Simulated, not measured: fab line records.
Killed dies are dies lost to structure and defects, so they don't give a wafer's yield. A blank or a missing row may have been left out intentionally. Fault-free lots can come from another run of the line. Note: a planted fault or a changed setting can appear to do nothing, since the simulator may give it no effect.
Commonality check across tools -- flow rit-cmos -- 42 wafers sampled across 13 lots

== REASON IT WAS OPENED ==
Of 13 lots, 1 have the reading PLDD_TW flagged at RIT_PLDD_TW_MEAS_10. Fault-free wafers read 2348, with a standard deviation of 15.
Rule: flag the lot when none of its wafers has a number, or when each of its wafers that has one lies beyond 4 standard deviations from that mean. The other lots count as sound.

lot,measured,on,"PLDD_TW, wafer by wafer",flag
L230,day 2 22:29,film-metro-01,2361 2363 2355,
L233,day 3 10:07,film-metro-03,2353 2360 2363,
L234,day 3 14:47,film-metro-01,2362 2378 2373,
L235,day 3 22:32,film-metro-02,2353 2348 2377,
L236,day 4 01:25,film-metro-03,2347 2354 2332,
L237,day 4 07:53,film-metro-03,2349 2336 2346,
L240,day 4 21:43,film-metro-01,30 30 30 30 30 30,FLAGGED
L242,day 5 10:53,film-metro-02,2317 2315 2310,
L244,day 5 18:37,film-metro-02,2316 2320 2315,
L246,day 6 04:37,film-metro-01,2366 2367 2372,
L249,day 6 19:09,film-metro-01,2361 2366 2360,
L251,day 7 05:58,film-metro-03,2335 2358 2359,
L252,day 7 08:52,film-metro-02,2323 2326 2329,
Averaged over the flagged lots the numbers come to 30, -2318 from the usual (-99 or more standard deviations).

== WHICH TOOL EACH LOT WENT THROUGH ==
The record holds 1 process step before the reading, out of a route of 202 steps. Every cell lists first the tool, next ch and the chambers used by the sampled wafers, and last the start.
lot,flag,RIT_PLDD_EXPOSE_03
L230,,"iline-stepper-02 ch 0, day 2 21:35"
L233,,"iline-stepper-02 ch 0, day 3 08:59"
L234,,"iline-stepper-02 ch 0, day 3 13:53"
L235,,"iline-stepper-01 ch 0, day 3 21:37"
L236,,"iline-stepper-01 ch 0, day 4 00:31"
L237,,"iline-stepper-02 ch 0, day 4 06:59"
L240,FLAGGED,"iline-stepper-01 ch 0, day 4 20:49"
L242,,"iline-stepper-01 ch 0, day 5 09:58"
L244,,"iline-stepper-02 ch 0, day 5 17:44"
L246,,"iline-stepper-01 ch 0, day 6 03:43"
L249,,"iline-stepper-01 ch 0, day 6 18:15"
L251,,"iline-stepper-01 ch 0, day 7 05:04"
L252,,"iline-stepper-01 ch 0, day 7 07:58"
What these steps do:
- RIT_PLDD_EXPOSE_03: exposes mask M8, target cd 40900 nm.
- RIT_PLDD_TW_MEAS_10

== FLAGGED AGAINST TOTAL, ONE TOOL AT A TIME (gauges that did the reading follow at the end) ==
step,tool,lots run,flagged,share of the flagged lots,sound lots run after its first flagged lot
RIT_PLDD_EXPOSE_03,iline-stepper-01,8,1,all,"5 (L242,L246,L249,L251,L252)"
RIT_PLDD_EXPOSE_03,iline-stepper-02,5,0,none,-
RIT_PLDD_TW_MEAS_10,film-metro-01,5,1,all,"2 (L246,L249)"
RIT_PLDD_TW_MEAS_10,film-metro-02,4,0,none,-
RIT_PLDD_TW_MEAS_10,film-metro-03,4,0,none,-

== WHAT THE TABLE ALLOWS ==
Every flagged lot went through 2 rows of the table: iline-stepper-01 at RIT_PLDD_EXPOSE_03 and film-metro-01 at RIT_PLDD_TW_MEAS_10.
- iline-stepper-01 at RIT_PLDD_EXPOSE_03: 1 of its 8 lots flagged. After the first flagged lot (L242, L246, L249, L251, L252), sound lots still ran on it; a lasting fault on the whole tool would not permit that.
- film-metro-01 at RIT_PLDD_TW_MEAS_10: 1 of its 5 lots flagged. After the first flagged lot (L246, L249), sound lots still ran on it; a lasting fault on the whole tool would not permit that.
There is no row in the table that ran each flagged lot and no sound lot after the first.

== WHAT WAS PUT IN BY THE SIMULATOR ==
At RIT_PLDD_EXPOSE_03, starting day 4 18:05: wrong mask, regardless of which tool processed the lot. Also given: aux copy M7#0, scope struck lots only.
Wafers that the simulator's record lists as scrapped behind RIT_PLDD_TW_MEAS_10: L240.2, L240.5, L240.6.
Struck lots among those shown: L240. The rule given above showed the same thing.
